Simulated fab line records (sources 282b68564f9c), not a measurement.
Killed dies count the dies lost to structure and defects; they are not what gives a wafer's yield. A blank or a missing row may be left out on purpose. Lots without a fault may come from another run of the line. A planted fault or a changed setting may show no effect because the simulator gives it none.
Struck lot and sound lot, side by side | flow rit cmos | 15 out of 202 route steps
Sound: the wafers L654.1, L654.5, L654.6. Struck: wafers L642.2, L642.3, L642.5. The cause is given at the end.
Order at every step that has rows: each side's tool, ch and its chambers, its first start. Under that, the readings that differ: sound wafers | struck wafers | difference of the means | sigmas: that difference in standard deviations of wafers without a fault.
alike: words and numbers the same on both sides, and readings whose means are apart by under 2 such deviations; not compared: readings that were withheld, readings missing a value for some wafer, numbers with overlapping values and no deviation given by the record, and bounds like >300 which may hide the same value.
Wherever a step has rows on one side only, a row that says differs or no value, or a row with sigmas, the two part there. Numbers that have no deviation but don't overlap get no sigmas and don't part them. A reading missing from all wafers of one side parts the sides only when that side holds two or more wafers.

first, 1 step without rows for these wafers: RIT_NRETRO_IMPLANT_08.
RIT_NRETRO_STRIP_09: strips in O2, time 180 s.
  sound on plasma asher-02 ch 0,1, day 6 11:35; struck on plasma asher-02 ch 0,1, day 3 19:40
  alike: chamber pressure mTorr, drypump motor current A
  not compared: rf hours counter h
RIT_NRETRO_TW_MEAS_10:
  sound on film metro-02 at day 6 11:45; struck on film metro-02 at day 3 19:51
  alike: NRETRO_TW
then, 6 steps without rows for these wafers: RIT_PRETRO_HMDS_00 (prime time 60 s); RIT_PRETRO_COAT_01 (resist thk 1300 nm); RIT_PRETRO_SOFTBAKE_02 (time 60 s); RIT_PRETRO_EXPOSE_03 (exposes mask M5, target cd 43700 nm); RIT_PRETRO_PEB_04; RIT_PRETRO_DEVELOP_05 (develop time 68 s).
RIT_PRETRO_OVL_MEAS_06:
  sound on overlay-01 at day 6 12:41; struck on overlay-02 at day 3 20:47
  alike: PRETRO_OVL
then, 2 steps without rows for these wafers: RIT_PRETRO_HARDBAKE_07 (time 120 s); RIT_PRETRO_IMPLANT_08.
RIT_PRETRO_STRIP_09: strips in O2, time 180 s.
  sound on plasma asher-01 ch 0,1, day 6 13:08; struck on plasma asher-03 ch 0,1, day 3 21:13
  no value came back on the struck wafers for chamber pressure mTorr (mTorr), drypump motor current A (A); on the sound wafers chamber pressure mTorr (mTorr) reads 4007 4005 4004
  reading                                     | sound | struck         | difference | sigmas
  model.NOVOLAK_of_PRETRO_COAT_01.thk nm (nm) | 0 0 0 | 1136 1135 1136 | +1136      |
  not compared: rf hours counter h
RIT_PRETRO_TW_MEAS_10:
  sound on film metro-04 at day 6 13:18; struck on film metro-01 at day 3 21:24
  reading   | sound       | struck      | difference | sigmas
  PRETRO_TW | 481 480 479 | 471 470 472 | -9         | -2
RIT_M1_PROBE_99:
  sound on prober-02 at day 7 16:13; struck on prober-02 at day 5 03:38
  reading             | sound | struck                                                               | difference                   | sigmas
  hold                | - - - | await dispo/2.9h/scrap await dispo/2.9h/scrap await dispo/2.9h/scrap | no value on the sound wafers |
  killed at front end | 8 9 6 | 264 264 264                                                          | +256                         | +88
  killed dies         | 9 9 6 | 264 264 264                                                          | +256                         | +88
  killed on rim       | 3 1 3 | 70 70 70                                                             | +68                          | +52
  alike: killed at contacts, killed open, killed short

== WHERE THEY PART ==
Last at RIT_M1_PROBE_99 as far as this record goes, first at RIT_PRETRO_STRIP_09.

WHY: the cause the simulator had injected
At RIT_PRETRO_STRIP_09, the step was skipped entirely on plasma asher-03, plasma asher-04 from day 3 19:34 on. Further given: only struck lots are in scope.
